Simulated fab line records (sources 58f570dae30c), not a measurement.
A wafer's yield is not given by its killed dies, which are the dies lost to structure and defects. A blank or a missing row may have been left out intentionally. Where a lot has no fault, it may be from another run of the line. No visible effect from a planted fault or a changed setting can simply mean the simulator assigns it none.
Which of the tools did it?	flow berkeley-cmos170	Sampling: 7 lots, 21 wafers, 2 of 331 route steps

## WHAT THE GAUGES SHOWED, per wafer
UCB170_V2_THK_MEAS_04.
lot	measured	on	V2_POLISHED_THK (nm)
L907	day 8 20:07	film-metro-01	1001.7 1000.7 1000.9
L909	day 9 13:59	film-metro-01	1002.4 1002.1 1003.0
L912	day 10 12:25	film-metro-01	1001.4 998.6 999.1
L915	day 10 13:55	film-metro-02	999.2 998.6 997.9
L919	day 12 09:34	film-metro-03	1001.6 1001.6 1001.0
L923	day 12 16:25	film-metro-02	1000.6 999.7 1001.8
L927	day 13 12:23	film-metro-01	998.8 998.9 998.6

## WHAT TOOL EACH LOT RAN ON (gives the tool, then ch and the chambers of the sampled wafers, and finally the start)
lot	UCB170_NWELL_OXIDATION_01
L907	furnace-01 ch 0, day 2 11:47
L909	furnace-01 ch 0, day 3 02:29
L912	furnace-04 ch 0, day 3 12:43
L915	furnace-04 ch 0, day 4 05:38
L919	furnace-01 ch 0, day 4 22:35
L923	furnace-04 ch 0, day 5 20:28
L927	furnace-02 ch 0, day 6 15:17
- UCB170_NWELL_OXIDATION_01: target thk 26.4 nm, ox time 1260 s.

## THE ANSWER, worked out from the rows above alone
Rule: what is usual is taken from the lots themselves. Put in order of their means at a reading, lots are off if they are a third of the lots or fewer, leave a main group of 4 or more, and stand apart from it by a gap of 3 or more times the standard deviation of the main group's means; of several such gaps the widest counts. Not used: any main group whose means are identical at the precision the tables above print for the reading. A lot without any number at a reading at which 4 lots or more have one is off too. All remaining lots with rows at the step are treated as sound.
No lot is off on any of the readings shown, so nothing can be concluded from this.

## WHAT THE SIMULATOR HAD PUT IN
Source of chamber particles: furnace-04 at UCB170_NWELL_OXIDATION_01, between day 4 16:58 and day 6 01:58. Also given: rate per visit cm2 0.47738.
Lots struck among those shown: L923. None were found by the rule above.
